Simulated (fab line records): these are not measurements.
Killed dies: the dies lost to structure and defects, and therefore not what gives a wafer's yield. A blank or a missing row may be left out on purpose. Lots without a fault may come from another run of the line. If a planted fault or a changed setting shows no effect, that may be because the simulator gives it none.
Code-filled problem report in 8D (eight disciplines) form -- flow berkeley_cmos170 -- the parts of the form that need people (team, actions taken, sign-off) are left out

== 1. WHAT WENT WRONG ==
Wafers free of any fault read 376 nm (standard deviation 6.1) for SPACER_TEOS_THK at UCB170_SPACER_THK_MEAS_01, against a mean of 236 nm on 2 wafers of 2 lots. That puts it -23 standard deviations away from the usual mean.
Earliest sighting: wafer L974.5 on film_metro-04 at day 9 21:37. The record holds 42 wafers of 14 lots with a number at this step. By rule, "out" or "out of limits" means more than 4 standard deviations away from the usual mean. The other wafers with a number count as sound.

== 2. WHAT IT IS; WHAT IT IS NOT ==
question,is,is not
which readings at this step,SPACER_TEOS_THK,-
which lots,"L974, L975","L954, L955, L956, L957, L958, L959, L960, L961, L962, L963, L964, L977"
which wafers of those lots,"L974.5, L975.3","L974.4, L974.6, L975.1, L975.2"
read on which gauges,film_metro-04,"film_metro-01, film_metro-03"
when,from day 9 21:37,"up to then (35 sound wafers); but 5 sound wafers of L975, L977 came after"

== 3. WHAT RULES OUT EACH SUSPECT ==
Counting: a tool at a process step up to the reading stays a suspect if it ran every lot that is out. Sound lots after the first of them don't rule it out here, since some wafers of a struck lot are sound.
- the gauge at UCB170_SPACER_THK_MEAS_01 is ruled out. All the wafers that are out were read on film_metro-04, but those of them that UCB170_SPACER_ETCHBACK_03 has rows for are out there too, on other tools.
- pecvd-02 at UCB170_SPACER_CVD_00 (deposits SiO2 from TEOS/O2, target thk 376 nm, time 47 s): kept. It ran every lot that is out, first L974 (day 9 21:34); its last sound lot up to then is L964 (day 8 01:11).
- In pecvd-02 at UCB170_SPACER_CVD_00, the wafers that are out were processed in chamber 0 and their sound lot-mates in chambers 1, 2.
Left after counting: pecvd-02 at UCB170_SPACER_CVD_00.

== 4. THE CAUSE (what the simulator had put in) ==
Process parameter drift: pecvd-02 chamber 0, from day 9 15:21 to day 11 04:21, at UCB170_SPACER_CVD_00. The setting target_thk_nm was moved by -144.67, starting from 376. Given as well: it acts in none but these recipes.
Counting left only this tool.

== 5. SEQUENCE OF EFFECTS, ordered by route ==
Each row: a reading where the mean over the struck wafers with a number is more than 3 standard deviations away from the usual. Only readings whose record carries a usual standard deviation are examined. hours: median over the lots of the time between each lot's start at the first step of this table that gives one and its start at this step. sigmas: the change, counted in usual standard deviations.
hours,step,reading,usual,on struck wafers,change,sigmas
0,UCB170_SPACER_THK_MEAS_01,SPACER_TEOS_THK,376 nm,236,-140,-23
3,UCB170_SPACER_ETCHBACK_03,oes_product_au,0.905 a.u.,0.661,-0.244,-12
It contains these process steps:
- UCB170_SPACER_ETCHBACK_03: etches SiO2 in CHF3/CF4/Ar, stops on Si, target depth 376 nm, time 100 s.
Later measuring or inspecting steps at which every struck wafer that the step has a row for has a number for every such reading, and none has moved that far: UCB170_NSD_OVL_MEAS_07.

== 6. WHAT WOULD HAVE CAUGHT IT SOONER ==
In this record the first reading out of limits at a measuring or inspecting step was taken at day 9 21:37, 6 hours after the fault began at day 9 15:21.
No tool reading at UCB170_SPACER_CVD_00 that has a usual standard deviation in the record was out on any struck wafer, so an alarm limit of 4 standard deviations on those readings would not have fired.
L975, from the lots that are out (2), started UCB170_SPACER_CVD_00 on pecvd-02 later than day 9 21:37. A hold on the tool at that time would have spared it.
